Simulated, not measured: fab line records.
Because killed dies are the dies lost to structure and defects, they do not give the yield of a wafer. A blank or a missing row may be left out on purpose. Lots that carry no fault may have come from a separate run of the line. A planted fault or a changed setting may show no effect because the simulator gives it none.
Split-lot trial    flow berkeleyCmos170    23 wafers read from 5 lots, route of 331 steps

== ABOUT THE SPLIT ==
At UCB170_V1_CVD_00 (deposits SiO2 from TEOS/O2, target thk 2000 nm, time 250 s), the setting timeS was moved away from the recipe's 250 s on 8 of the 23 wafers read, by -12.5% to -6.9%. The other wafers ran this setting at the recipe's value.

Between the split and the reading, the file records no step.

== THE READING ==
V1_TEOS_THK at UCB170_V1_THK_MEAS_01, in nm. A value of 2002 nm with a standard deviation of 25 nm is what fault-free wafers of this fab line usually give.

wafer   tool, chamber at the split  timeS as run, s  against the recipe  V1_TEOS_THK, nm  against lot-mates on the recipe
L075.1  pecvd-03, 0                 250              recipe              1957             -
L075.3  pecvd-03, 1                 250              recipe              1965             -
L075.6  pecvd-03, 1                 250              recipe              2017             -
L078.1  pecvd-02, 1                 222.1            -11.2%              1777             -234
L078.3  pecvd-02, 2                 250              recipe              1988             -
L078.4  pecvd-02, 0                 222.1            -11.2%              1821             -190
L078.5  pecvd-02, 1                 250              recipe              2035             -
L078.6  pecvd-02, 2                 222.1            -11.2%              1802             -210
L081.1  pecvd-01, 0                 250              recipe              2031             -
L081.3  pecvd-01, 1                 250              recipe              1986             -
L081.4  pecvd-01, 2                 250              recipe              2026             -
L081.5  pecvd-01, 0                 250              recipe              2047             -
L081.6  pecvd-01, 1                 250              recipe              2031             -
L080.1  pecvd-02, 0                 250              recipe              2004             -
L080.2  pecvd-02, 1                 218.7            -12.5%              1727             -295
L080.3  pecvd-02, 2                 250              recipe              2001             -
L080.4  pecvd-02, 2                 218.7            -12.5%              1761             -261
L080.6  pecvd-02, 0                 250              recipe              2062             -
L084.1  pecvd-03, 2                 232.7            -6.9%               1830             -182
L084.2  pecvd-03, 1                 250              recipe              1992             -
L084.3  pecvd-03, 0                 232.7            -6.9%               1839             -173
L084.4  pecvd-03, 1                 232.7            -6.9%               1886             -126
L084.6  pecvd-03, 0                 250              recipe              2032             -

THE FIT
A straight line over all 23 wafers: V1_TEOS_THK changes by +20.5 nm for each +1% of timeS; r = +0.96; the points scatter about the line by 29 nm.
The same after taking each lot's own level away (the mean of its wafers on the recipe; 23 wafers): +20.8 nm for each +1%; r = +0.97; scatter 26 nm.
According to that fit, moving timeS by its largest amount changes the reading by 2.6e+02 nm.
The lots' own levels span 1979.7 to 2024.2 nm, that is 1.8 times the standard deviation above.
The two slopes agree, so the slope changes little with the lot-to-lot level.
Check: -254 nm against its lot-mates is what the line predicts for one of the wafers moved furthest among these (-12.5%) when that wafer is left out of the fit. Against them it came out at -295 nm.

== OTHER SPLITS APPLIED TO THESE WAFERS ==
Other splits were also applied to these wafers ahead of the reading. Each is held against what the fit with the lots' levels taken away leaves over:
other split on the same wafers  wafers away from the commonest value  r with V1_TEOS_THK (lot level and that fit taken away)
UCB170_M1_METAL_ETCH_12 biasW   8                                     -0.13

== THE WHOLE CHAIN: every reading that the file lists as answering this split, in the file's order ==
step                   what it does                                                reading                                                                   change (the file's fit)               r (the file's)
UCB170_V1_CVD_00       deposits SiO2 from TEOS/O2, target thk 2000 nm, time 250 s  SiO2_of_V1_CVD_00.thkNm (the simulator's own value, which no gauge read)  +21.1 nm for each +1% of the setting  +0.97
UCB170_V1_THK_MEAS_01                                                              V1_TEOS_THK                                                               +21.1 for each +1% of the setting     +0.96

== FILE'S OWN FIT ==
V1_TEOS_THK changes by +21.1 nm for each +1% of timeS, r = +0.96.
